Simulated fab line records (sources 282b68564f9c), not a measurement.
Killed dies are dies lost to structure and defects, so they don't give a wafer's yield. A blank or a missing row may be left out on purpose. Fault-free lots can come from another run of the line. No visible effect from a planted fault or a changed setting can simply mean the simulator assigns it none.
A struck lot beside a sound one | flow ritCmos | 30 out of 202 route steps
Sound: these wafers, L146.1, L146.4, L146.5. The struck wafers were L155.2, L155.5, L155.6. The cause comes at the end.
Per side, at each step with rows, come the tool, then ch with its chambers, and then its first start. Under that, the readings that differ: sound wafers | struck wafers | difference of the means | sigmas: that difference in standard deviations of wafers without a fault.
alike: readings whose means differ by less than 2 such deviations, and words and numbers that are the same on both sides. not compared: withheld readings, readings that some wafer has no value for, bounds like >300 that may hide the same value, and numbers for which the record gives no deviation and whose values overlap.
A row with sigmas, a row that says differs or no value, or rows on one side alone: a step with any of these is where the two part. Non-overlapping numbers with no deviation appear without sigmas and do not part them. A reading missing from all wafers of one side parts the sides only when that side holds two or more wafers.

RIT_FOX2_THK_MEAS_01:
  sound on filmMetro-03 at day 2 10:01; struck on filmMetro-04 at day 4 04:56
  alike: FOX2_OXIDE_THK
then, 2 steps without rows for these wafers: RIT_FOX2_CLEAN_02 (cleans in dHF, time 180 s); RIT_FOX2_WET_ETCH_03 (etches Si3N4 in H3PO4, target depth 195 nm, time 2700 s).
RIT_FOX2_THK_MEAS_90:
  sound on filmMetro-03 at day 2 10:58; struck on filmMetro-02 at day 4 05:49
  alike: FIELD_OXIDE_LEFT_1_THK
then, 6 steps without rows for these wafers: RIT_NWELL_HMDS_00 (prime time 60 s); RIT_NWELL_COAT_01 (resist thk 1300 nm); RIT_NWELL_SOFTBAKE_02 (time 60 s); RIT_NWELL_EXPOSE_03 (exposes mask M2, target cd 43900 nm); RIT_NWELL_PEB_04; RIT_NWELL_DEVELOP_05 (develop time 68 s).
RIT_NWELL_OVL_MEAS_06:
  sound on overlay-01 at day 2 11:54; struck on overlay-01 at day 4 06:52
  alike: NWELL_OVL
then, 1 step without rows for these wafers: RIT_NWELL_HARDBAKE_07 (time 120 s).
RIT_NWELL_IMPLANT_08:
  sound on implanter-01 ch 0, day 2 12:11; struck on implanter-04 ch 0, day 4 07:14
reading                  | sound                | struck               | difference | sigmas
beamEnergyKeV            | 169.97 170.00 169.98 | 119.04 119.05 119.04 | -50.94     | -99 or more
model.implant.rpNm (nm)  | 214.8 214.8 214.8    | 148.6 148.6 148.6    | -66.2      | 
model.implant.drpNm (nm) | 68.82 68.82 68.82    | 52.37 52.37 52.37    | -16.45     | 
  alike: doseIonsCm2, tiltDeg
RIT_NWELL_STRIP_09: strips in O2, time 180 s.
  sound on plasmaAsher-02 ch 0,1, day 2 12:20; struck on plasmaAsher-02 ch 0,1, day 4 07:22
  alike: drypumpMotorCurrentA
  not compared: rfHoursCounterH
RIT_NWELL_TW_MEAS_10:
  sound on filmMetro-03 at day 2 12:31; struck on filmMetro-01 at day 4 07:32
reading  | sound          | struck         | difference | sigmas
NWELL_TW | 2127 2131 2127 | 1977 1978 1979 | -150       | -8
then, 6 steps without rows for these wafers: RIT_PWELL_HMDS_00 (prime time 60 s); RIT_PWELL_COAT_01 (resist thk 1300 nm); RIT_PWELL_SOFTBAKE_02 (time 60 s); RIT_PWELL_EXPOSE_03 (exposes mask M3, target cd 43700 nm); RIT_PWELL_PEB_04; RIT_PWELL_DEVELOP_05 (develop time 71.04 s).
RIT_PWELL_OVL_MEAS_06:
  sound on overlay-01 at day 2 13:35; struck on overlay-01 at day 4 08:42
  alike: PWELL_OVL
then, 2 steps without rows for these wafers: RIT_PWELL_HARDBAKE_07 (time 120 s); RIT_PWELL_IMPLANT_08.
RIT_PWELL_STRIP_09: strips in O2, time 180 s.
  sound on plasmaAsher-03 ch 0,1, day 2 14:01; struck on plasmaAsher-02 ch 0,1, day 4 09:08
  alike: drypumpMotorCurrentA
  not compared: rfHoursCounterH
RIT_PWELL_TW_MEAS_10:
  sound on filmMetro-01 at day 2 14:11; struck on filmMetro-01 at day 4 09:19
  alike: PWELL_TW
then, 1 step without rows for these wafers: RIT_WELLDRIVE_ANNEAL_00 (time 14700 s).
RIT_WELLDRIVE_RS_MEAS_01: the measuring method here is four-point-probe.
  sound on filmMetro-03 at day 2 20:35; struck on filmMetro-01 at day 4 15:06
reading           | sound             | struck            | difference | sigmas
NWELL_RS (ohm/sq) | 279.5 278.8 279.0 | 284.1 284.4 283.8 | +5.0       | +4
RIT_WELLDRIVE_RS_MEAS_02: the measuring method here is four-point-probe.
  sound on filmMetro-03 at day 2 20:43; struck on filmMetro-01 at day 4 15:13
reading           | sound             | struck            | difference | sigmas
PWELL_RS (ohm/sq) | 427.9 429.0 428.9 | 431.5 431.4 432.8 | +3.3       | +2
RIT_M1_PROBE_99:
  sound on prober-02 at day 4 02:19; struck on prober-01 at day 5 23:23
reading                             | sound                | struck               | difference | sigmas
model.etest.nwellPinched.rsOhmSq    | 342.4 339.8 341.5    | 357.4 358.5 353.3    | +15.2      | 
model.etest.wellEdgeRight.lineOhmUm | 184.9 183.2 186.5    | 193 195.6 195.6      | +10        | 
model.etest.wellEdgeLeft.lineOhmUm  | 185.3 188.2 187      | 195.8 195.5 192.3    | +7.7       | 
model.etest.fieldPMetal.vtV (V)     | -29.75 -30.38 -29.8  | -24.76 -24.69 -25.36 | +5.04      | 
model.etest.fieldP.vtV (V)          | -12.62 -12.63 -12.53 | -10.81 -10.53 -10.86 | +1.86      | 
model.etest.isoNwellNwell.bvV (V)   | 21.87 21.89 21.9     | 23.38 23.43 22.98    | +1.38      | 
  alike: killedAtContacts, killedAtFrontEnd, killedDies, killedOpen, killedShort
  not compared: model.etest.isoPplusPwell.lateralLog10AUm, model.etest.vpnp.gain

## WHERE THEY PART
First at RIT_NWELL_IMPLANT_08; last, within this record, at RIT_WELLDRIVE_RS_MEAS_02. Later steps at which nothing parts them and some readings are alike: RIT_M1_PROBE_99.

WHY: the cause the simulator had injected
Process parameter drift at RIT_NWELL_IMPLANT_08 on implanter-04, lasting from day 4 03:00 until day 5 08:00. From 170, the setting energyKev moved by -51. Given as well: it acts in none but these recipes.
